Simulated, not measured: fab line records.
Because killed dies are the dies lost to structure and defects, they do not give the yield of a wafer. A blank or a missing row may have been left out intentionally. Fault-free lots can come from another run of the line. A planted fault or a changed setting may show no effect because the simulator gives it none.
Which tool was responsible? + flow ritCmos + 7 lots with 21 wafers sampled at 2 steps, on a route of 202 steps

== WHAT THE GAUGES READ, wafer by wafer ==
RIT_SPACER_THK_MEAS_04.
| lot  | measured    | on           | SPACER_NITRIDE_THK (nm) |
|------|-------------|--------------|-------------------------|
| L822 | day 3 06:58 | filmMetro-04 | 245.6 244.6 245.8       |
| L824 | day 3 21:14 | filmMetro-02 | 247.7 247.3 247.1       |
| L827 | day 4 18:44 | filmMetro-03 | 248.4 250.2 251.4       |
| L830 | day 5 01:46 | filmMetro-02 | 250.0 248.5 248.3       |
| L832 | day 5 12:40 | filmMetro-03 | 248.8 251.2 250.0       |
| L837 | day 6 09:07 | filmMetro-02 | 251.6 251.8 248.9       |
| L843 | day 7 21:02 | filmMetro-03 | 250.2 249.0 251.1       |

== EACH LOT AND THE TOOL THAT RAN IT (in order: tool; ch and the chambers of the sampled wafers; start) ==
| lot  | RIT_SPACER_CVD_03          |
|------|----------------------------|
| L822 | lpcvd-02 ch 0, day 3 05:04 |
| L824 | lpcvd-01 ch 1, day 3 19:19 |
| L827 | lpcvd-01 ch 0, day 4 16:49 |
| L830 | lpcvd-02 ch 0, day 4 23:50 |
| L832 | lpcvd-01 ch 0, day 5 10:45 |
| L837 | lpcvd-01 ch 0, day 6 07:11 |
| L843 | lpcvd-01 ch 1, day 7 19:05 |
- RIT_SPACER_CVD_03: deposits Si3N4 from SiH2Cl2/NH3, target thk 250 nm, time 3300 s.

== THE ANSWER, worked out from the rows above alone ==
Rule: the usual values come from the lots themselves. Put in order of their means at a reading, lots are off if they are a third of the lots or fewer, leave a main group of 4 or more, and stand apart from it by a gap of 3 or more times the standard deviation of the main group's means; of several such gaps the widest counts. If all means in a main group match to the digits the tables above print for the reading, that group is not used. Also off: a lot with no number at a reading for which 4 or more lots have one. The other lots that the step has rows for count as sound.
Nothing can be told from this: no lot is off at any reading shown.

== WHAT HAD BEEN PUT IN BY THE SIMULATOR ==
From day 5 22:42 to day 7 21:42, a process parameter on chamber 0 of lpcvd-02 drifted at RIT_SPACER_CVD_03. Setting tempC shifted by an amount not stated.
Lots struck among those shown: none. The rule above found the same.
